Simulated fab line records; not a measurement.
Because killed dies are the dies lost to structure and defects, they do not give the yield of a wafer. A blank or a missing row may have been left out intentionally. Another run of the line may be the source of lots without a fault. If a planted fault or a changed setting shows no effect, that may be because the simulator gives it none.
Which tool was responsible? -- flow berkeley-cmos170 -- 7 lots, 21 wafers sampled, at 2 steps of a route of 331

WHAT THE GAUGES SHOWED, per wafer
UCB170_GATE_THK_MEAS_05.
lot,measured,on,GATE_POLY_THK (nm)
L735,day 6 19:17,film-metro-03,213.0 214.4 213.7
L737,day 7 20:41,film-metro-03,213.9 213.8 212.5
L739,day 8 05:29,film-metro-04,217.1 217.2 217.3
L742,day 8 05:26,film-metro-04,217.3 216.8 216.2
L743,day 9 20:06,film-metro-01,173.5 174.2 172.8 173.5 174.1 172.8
L745,day 9 23:15,film-metro-04,212.0 210.5 209.8
L754,day 12 01:34,film-metro-01,213.3 213.9 214.4

WHICH TOOL RAN EACH LOT (tool, then ch and the chambers of the sampled wafers, then the start)
lot,UCB170_GATE_CVD_04
L735,"lpcvd-01 ch 0, day 6 17:53"
L737,"lpcvd-01 ch 0, day 7 19:16"
L739,"lpcvd-02 ch 0, day 8 04:01"
L742,"lpcvd-02 ch 0, day 8 04:01"
L743,"lpcvd-02 ch 1, day 9 18:41"
L745,"lpcvd-01 ch 1, day 9 21:51"
L754,"lpcvd-01 ch 1, day 12 00:06"
- UCB170_GATE_CVD_04: deposits poly-Si from SiH4, time 1440 s, target thk 214 nm.

THE ANSWER, worked out from the rows above alone
Rule: the usual values come from the lots themselves. The widest of any qualifying gaps counts: lots, ordered by their means at a reading, are off when they make up no more than a third of the lots, leave a main group of 4 or more, and stand apart from it by 3 or more times the standard deviation of that group's means. A main group is skipped when, at the precision printed for the reading in the tables above, its means are all equal. Also off: a lot with no number at a reading for which 4 or more lots have one. Where the step has rows for the other lots, those lots are counted as sound.
Off: at UCB170_GATE_THK_MEAS_05 (GATE_POLY_THK), L743. The main group: mean 214.3 nm, standard deviation 2.2.
If a tool, at a process step before that reading, ran all the lots that are off and no sound lot after the first of them, it fits. The gauges at UCB170_GATE_THK_MEAS_05 are tried like those tools. One candidate fits, namely lpcvd-02 at UCB170_GATE_CVD_04. Its last sound lot is L739 (day 8 04:01), its first lot that is off L743 (day 9 18:41): a fault that began between those two fits.

WHAT THE SIMULATOR HAD INSERTED
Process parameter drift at UCB170_GATE_CVD_04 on lpcvd-02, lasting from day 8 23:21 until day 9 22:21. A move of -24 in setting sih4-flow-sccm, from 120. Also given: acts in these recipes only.
Struck lots among those shown: L743. The rule above reached the same finding.
